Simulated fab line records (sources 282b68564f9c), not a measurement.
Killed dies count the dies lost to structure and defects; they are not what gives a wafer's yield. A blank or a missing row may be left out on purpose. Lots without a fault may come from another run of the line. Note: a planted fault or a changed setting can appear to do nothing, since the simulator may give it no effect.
2 desks, one fault	flow rit cmos	each desk holds nothing but its own numbers, with what lay behind them at the end

== THE TOOL OWNER'S DESK: litho track-04 ==
The tool's own readings at RIT_PSD_COAT_01 (resist thk 1000 nm): means of the sampled wafers that have a number, for each lot that ran on this tool. Marked OUT: a lot whose mean sits more than 4 standard deviations from the usual mean, which makes it out of limits; the brackets give that distance.
Columns: A = spin speed rpm at RIT_PSD_COAT_01, usual 3250.3 rpm
lot	first seen here	A
L796	day 4 07:05	3249.2
L800	day 4 22:32	3336.0 (+41) OUT
L801	day 5 05:39	3334.6 (+40) OUT
Finding of this desk: L800, L801 out of limits; the first was L800 at day 4 22:32, on spin speed rpm at RIT_PSD_COAT_01. In limits: L796.

== METROLOGY DESK ==
Lot by lot, what the gauges showed, no matter which tool ran the lot: averages of those sampled wafers that carry a number. Marked OUT: a lot whose mean sits more than 4 standard deviations from the usual mean, which makes it out of limits; the brackets give that distance.
Columns: A = PLDD_RS at RIT_SDANNEAL_RS_MEAS_06, usual 178.6 ohm/sq; B = cd nm at RIT_CONTACT_CD_MEAS_08, usual 1000.0 nm
lot	first seen here	A	B
L792	day 3 09:04	178.8	1005.0
L794	day 4 00:03	179.1	997.2
L795	day 4 07:01	178.5	999.8
L796	day 4 09:02	178.4	1001.4
L798	day 4 14:01	180.0	995.5
L800	day 5 00:37	179.1	1000.9
L801	day 5 07:58	178.1	998.4
L802	day 5 10:25	178.5	999.2
L806	day 6 05:49	178.3	1003.7
L807	day 6 10:41	179.2	1000.1
L808	day 6 13:45	178.6	999.4
L809	day 6 20:33	178.2	998.1
L812	day 7 12:59	178.7	1002.6
L813	day 7 17:34	178.6	996.2
This desk's verdict: no lot among the 14 shows anything out of limits.

== BROUGHT TOGETHER ==
An alarm could have come from the tool owner's desk at day 4 22:32, on L800, L801.
Nothing out of limits was seen by the metrology desk.
The metrology desk has L800, L801 on record, within its limits.
Every lot named ran RIT_PSD_COAT_01 on litho track-04.

== WHAT WAS PUT IN BY THE SIMULATOR ==
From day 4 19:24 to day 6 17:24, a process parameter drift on litho track-04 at RIT_PSD_COAT_01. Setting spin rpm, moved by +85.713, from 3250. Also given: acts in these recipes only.
Struck lots among those shown: L800, L801.
How many hours passed from the start of the fault until each desk's first out-of-limits reading: the tool owner's desk, 3.
